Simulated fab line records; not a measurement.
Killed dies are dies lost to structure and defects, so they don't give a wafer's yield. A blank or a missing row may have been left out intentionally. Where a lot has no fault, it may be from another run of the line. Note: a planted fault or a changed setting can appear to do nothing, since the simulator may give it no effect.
Split-lot study + flow rit cmos + 23 wafers read from 5 lots, route of 202 steps

## THE SPLIT ITSELF
At RIT_NSD_IMPLANT_08, the setting energy kev was moved away from the recipe's 25 on 11 of the 23 wafers read, by -5.1% to +6.0%. For the rest of the wafers, this setting stayed at what the recipe calls for.

The reading comes from the split's own step.

## THE READING
implant.drp nm (the simulator's own value, which no gauge read), in nm, at RIT_NSD_IMPLANT_08. The file does not state a usual value for it.

| wafer  | tool, chamber at the split | energy kev as run | against the recipe | implant.drp nm, nm | against lot-mates on the recipe |
|--------|----------------------------|-------------------|--------------------|--------------------|---------------------------------|
| L078.1 | implanter-02, 0            | 25                | recipe             | 14.84              | -                               |
| L078.3 | implanter-02, 0            | 25                | recipe             | 14.84              | -                               |
| L078.2 | implanter-02, 0            | 23.92             | -4.3%              | 14.45              | -0.39                           |
| L078.5 | implanter-02, 0            | 23.92             | -4.3%              | 14.45              | -0.39                           |
| L078.6 | implanter-02, 0            | 23.92             | -4.3%              | 14.45              | -0.39                           |
| L080.3 | implanter-02, 0            | 25                | recipe             | 14.84              | -                               |
| L080.4 | implanter-02, 0            | 25                | recipe             | 14.84              | -                               |
| L080.6 | implanter-02, 0            | 25                | recipe             | 14.84              | -                               |
| L082.1 | implanter-03, 0            | 26.49             | +6.0%              | 15.36              | +0.52                           |
| L082.2 | implanter-03, 0            | 26.49             | +6.0%              | 15.36              | +0.52                           |
| L082.4 | implanter-03, 0            | 26.49             | +6.0%              | 15.36              | +0.52                           |
| L082.3 | implanter-03, 0            | 25                | recipe             | 14.84              | -                               |
| L082.6 | implanter-03, 0            | 25                | recipe             | 14.84              | -                               |
| L083.1 | implanter-02, 0            | 25                | recipe             | 14.84              | -                               |
| L083.6 | implanter-02, 0            | 25                | recipe             | 14.84              | -                               |
| L083.2 | implanter-02, 0            | 24.22             | -3.1%              | 14.56              | -0.28                           |
| L083.3 | implanter-02, 0            | 24.22             | -3.1%              | 14.56              | -0.28                           |
| L083.5 | implanter-02, 0            | 24.22             | -3.1%              | 14.56              | -0.28                           |
| L085.1 | implanter-03, 0            | 23.73             | -5.1%              | 14.38              | -0.46                           |
| L085.2 | implanter-03, 0            | 23.73             | -5.1%              | 14.38              | -0.46                           |
| L085.4 | implanter-03, 0            | 25                | recipe             | 14.84              | -                               |
| L085.5 | implanter-03, 0            | 25                | recipe             | 14.84              | -                               |
| L085.6 | implanter-03, 0            | 25                | recipe             | 14.84              | -                               |

FIT RESULTS
A straight line over all 23 wafers: implant.drp nm changes by +0.0888 nm for each +1% of energy kev; r = +1.00; the points scatter about the line by 0.0039 nm.
The same after taking each lot's own level away (the mean of its wafers on the recipe; 23 wafers): +0.0888 nm for each +1%; r = +1.00; scatter 0.0039 nm.
Per that fit: largest energy kev move, reading shift of 0.53 nm.
The lots' own levels span 14.840 to 14.840 nm.
Consequently the slope shifts little with the lot-to-lot level, the two slopes agreeing.
Check: with one of the wafers moved furthest among these (+6.0%) left out of the fit, the line predicts +0.527 nm for it against its lot-mates. It came out at +0.52 nm against them.

## THE OTHER SPLITS THESE WAFERS WENT THROUGH
Other splits were also applied to these wafers ahead of the reading. Each is held against what the fit with the lots' levels taken away leaves over:
| other split on the same wafers       | wafers away from the commonest value | r with implant.drp nm (lot level and that fit taken away) |
|--------------------------------------|--------------------------------------|-----------------------------------------------------------|
| RIT_ACTIVE_OXIDATION_01 temp c       | 15                                   | -0.30                                                     |
| RIT_ACTIVE_DEVELOP_10 develop time s | 7                                    | -0.03                                                     |
| RIT_PWELL_COAT_01 resist thk nm      | 7                                    | +0.11                                                     |
| RIT_PWELL_IMPLANT_08 energy kev      | 8                                    | -0.08                                                     |
| RIT_NRETRO_SOFTBAKE_02 temp c        | 7                                    | -0.04                                                     |
| RIT_NLDD_SOFTBAKE_02 temp c          | 6                                    | -0.05                                                     |
| RIT_SPACER_ETCHBACK_05 time s        | 9                                    | -0.16                                                     |

## THE WHOLE CHAIN: every reading that the file lists as answering this split, in the file's order
| step               | what it does | reading                                                         | change (the file's fit)                | r (the file's) |
|--------------------|--------------|-----------------------------------------------------------------|----------------------------------------|----------------|
| RIT_NSD_IMPLANT_08 |              | implant.rp nm (the simulator's own value, which no gauge read)  | +0.219 nm for each +1% of the setting  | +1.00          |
| RIT_NSD_IMPLANT_08 |              | implant.drp nm (the simulator's own value, which no gauge read) | +0.0896 nm for each +1% of the setting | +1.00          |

## THE FILE'S OWN FIT
implant.drp nm changes by +0.0896 nm for each +1% of energy kev, r = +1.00.
